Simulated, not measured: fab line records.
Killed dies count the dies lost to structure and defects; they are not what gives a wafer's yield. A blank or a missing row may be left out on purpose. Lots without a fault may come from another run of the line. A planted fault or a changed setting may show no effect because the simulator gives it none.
Which of the tools did it? ; flow rit cmos ; 42 wafers from 14 lots sampled at 5 of the route's 202 steps

WHAT THE GAUGES SHOWED, per wafer
RIT_NRETRO_TW_MEAS_10.
lot;measured;on;NRETRO_TW
L382;day 2 05:25;film metro-02;1052 1047 1046
L383;day 2 11:37;film metro-03;1062 1063 1062
L384;day 2 16:16;film metro-04;1057 1055 1064
L387;day 3 06:28;film metro-04;1057 1059 1054
L388;day 3 11:57;film metro-03;1072 1065 1069
L389;day 3 16:26;film metro-04;1049 1052 1058
L390;day 3 22:05;film metro-03;1067 1066 1071
L392;day 4 08:40;film metro-02;1054 1053 1053
L393;day 4 13:12;film metro-02;1051 1049 1057
L394;day 4 17:44;film metro-02;869 869 865
L395;day 4 23:00;film metro-02;867 872 873
L402;day 6 09:43;film metro-02;1054 1053 1048
L403;day 6 15:52;film metro-04;1064 1061 1059
L405;day 7 02:06;film metro-03;1064 1063 1064

RIT_NSD_OVL_MEAS_06.
lot;measured;on;NSD_OVL (nm)
L382;day 2 23:02;overlay-01;-3.4 -2.7 -2.4
L383;day 3 04:49;overlay-02;3.3 0.3 0.6
L384;day 3 08:38;overlay-02;1.6 0.4 0.4
L387;day 4 00:28;overlay-02;-2.9 -2.8 -2.3
L388;day 4 06:09;overlay-01;-2.0 -3.8 -3.1
L389;day 4 09:38;overlay-02;-1.5 -0.6 -1.0
L390;day 4 14:26;overlay-02;0.1 1.7 0.6
L392;day 5 01:43;overlay-02;3.5 3.7 2.3
L393;day 5 05:38;overlay-02;-0.5 -0.3 -1.1
L394;day 5 10:35;overlay-02;0.6 1.0 1.1
L395;day 5 17:02;overlay-01;-3.5 -2.8 -1.4
L402;day 7 02:46;overlay-01;0.1 -0.6 -0.7
L403;day 7 08:29;overlay-02;-0.6 0.4 -0.5
L405;day 7 22:49;overlay-01;-2.5 -3.0 -2.4

RIT_CONTACT_CD_MEAS_90: target cd 1000 nm.
lot;measured;on;cd nm (nm)
L382;day 3 04:13;cd sem-02;999.0 999.3 1000.3
L383;day 3 10:01;cd sem-01;999.0 997.1 997.4
L384;day 3 14:02;cd sem-01;999.6 998.4 998.6
L387;day 4 05:48;cd sem-01;1001.3 999.9 999.9
L388;day 4 11:35;cd sem-01;996.9 997.0 995.5
L389;day 4 14:55;cd sem-01;1001.0 1001.5 1001.6
L390;day 4 19:52;cd sem-02;999.6 997.1 1000.0
L392;day 5 07:01;cd sem-02;1000.7 1002.6 1000.7
L393;day 5 10:59;cd sem-01;1000.2 999.6 997.8
L394;day 5 16:01;cd sem-01;1001.7 1001.7 1002.8
L395;day 5 22:20;cd sem-01;995.6 996.5 995.8
L402;day 7 08:11;cd sem-01;999.8 1000.6 1000.5
L403;day 7 13:46;cd sem-02;998.1 999.7 999.8
L405;day 8 04:08;cd sem-02;999.5 999.3 1001.4

WHICH TOOL RAN EACH LOT (tool, then ch and the chambers of the sampled wafers, then the start)
lot;RIT_NRETRO_IMPLANT_08;RIT_NRETRO_STRIP_09
L382;implanter-02 ch 0, day 2 05:07;plasma asher-02 ch 0,1, day 2 05:14
L383;implanter-03 ch 0, day 2 11:19;plasma asher-01 ch 0,1, day 2 11:29
L384;implanter-03 ch 0, day 2 15:56;plasma asher-02 ch 0,1, day 2 16:05
L387;implanter-01 ch 0, day 3 06:09;plasma asher-01 ch 0,1, day 3 06:18
L388;implanter-01 ch 0, day 3 11:37;plasma asher-03 ch 0,1, day 3 11:46
L389;implanter-01 ch 0, day 3 16:07;plasma asher-01 ch 0,1, day 3 16:16
L390;implanter-01 ch 0, day 3 21:47;plasma asher-03 ch 1, day 3 21:54
L392;implanter-02 ch 0, day 4 08:20;plasma asher-02 ch 0,1, day 4 08:29
L393;implanter-02 ch 0, day 4 12:52;plasma asher-01 ch 0,1, day 4 13:01
L394;implanter-02 ch 0, day 4 17:25;plasma asher-01 ch 0, day 4 17:32
L395;implanter-02 ch 0, day 4 22:41;plasma asher-01 ch 0,1, day 4 22:50
L402;implanter-03 ch 0, day 6 09:24;plasma asher-02 ch 0,1, day 6 09:33
L403;implanter-03 ch 0, day 6 15:33;plasma asher-02 ch 0,1, day 6 15:42
L405;implanter-01 ch 0, day 7 01:48;plasma asher-03 ch 0,1, day 7 01:58
- RIT_NRETRO_IMPLANT_08
- RIT_NRETRO_STRIP_09: strips in O2, time 180 s.

AS READ BY THE TOOLS THEMSELVES (means over the sampled wafers that have a number; for cases with no such wafer, the mark the record gives instead)
RIT_NRETRO_IMPLANT_08.
lot;tool;dose ions cm2;faraday current uA
L382;implanter-02;1.0008e+13;31.1
L383;implanter-03;1.0008e+13;32.2
L384;implanter-03;1.0017e+13;31.9
L387;implanter-01;1.0010e+13;31.3
L388;implanter-01;1.0007e+13;31.4
L389;implanter-01;9.9850e+12;31.8
L390;implanter-01;9.9877e+12;31.7
L392;implanter-02;1.0009e+13;32.0
L393;implanter-02;1.0012e+13;32.3
L394;implanter-02;5.4963e+12;17.6
L395;implanter-02;5.4843e+12;17.9
L402;implanter-03;9.9990e+12;32.6
L403;implanter-03;1.0002e+13;31.9
L405;implanter-01;9.9957e+12;31.7

RIT_NRETRO_STRIP_09.
lot;tool;drypump motor current A (A);o2 flow sccm (sccm);rf refl power W (W)
L382;plasma asher-02;5.0;4007;5.4
L383;plasma asher-01;5.6;3993;5.6
L384;plasma asher-02;5.0;3998;5.5
L387;plasma asher-01;6.0;4001;6.0
L388;plasma asher-03;6.0;4008;5.3
L389;plasma asher-01;5.6;4005;5.5
L390;plasma asher-03;6.1;3994;4.8
L392;plasma asher-02;5.0;4015;5.3
L393;plasma asher-01;5.6;4014;5.6
L394;plasma asher-01;6.4;3997;6.4
L395;plasma asher-01;6.0;3997;6.1
L402;plasma asher-02;5.0;3992;5.4
L403;plasma asher-02;5.0;4001;5.3
L405;plasma asher-03;6.0;4012;5.4

THE ANSWER, worked out from the rows above alone
Rule: usual is defined by the lots themselves. The widest of any qualifying gaps counts: lots, ordered by their means at a reading, are off when they make up no more than a third of the lots, leave a main group of 4 or more, and stand apart from it by 3 or more times the standard deviation of that group's means. The tables above print the reading to a certain number of digits; a main group whose means all agree to those digits is not used. A lot without any number at a reading at which 4 lots or more have one is off too. Where the step has rows for the other lots, those lots are counted as sound. After the gauges, taken in route order, come the tools' own readings; for these a lot's mean is taken, as printed above. At the first step where some lot is off, the reading lying furthest off is the one used; lots without a number count as furthest.
Off: at RIT_NRETRO_TW_MEAS_10 (NRETRO_TW), L394, L395. Mean 1058 and standard deviation 6.4 in the main group.
If a tool, at a process step before that reading, ran all the lots that are off and no sound lot after the first of them, it fits. The gauges at RIT_NRETRO_TW_MEAS_10 aren't tried: what is off there is off at RIT_NRETRO_IMPLANT_08 too, on other tools, and a gauge's error can't cause that. 2 tools fit, implanter-02 at RIT_NRETRO_IMPLANT_08 and plasma asher-01 at RIT_NRETRO_STRIP_09, so this cannot tell which one it is.

WHAT WAS PUT IN BY THE SIMULATOR
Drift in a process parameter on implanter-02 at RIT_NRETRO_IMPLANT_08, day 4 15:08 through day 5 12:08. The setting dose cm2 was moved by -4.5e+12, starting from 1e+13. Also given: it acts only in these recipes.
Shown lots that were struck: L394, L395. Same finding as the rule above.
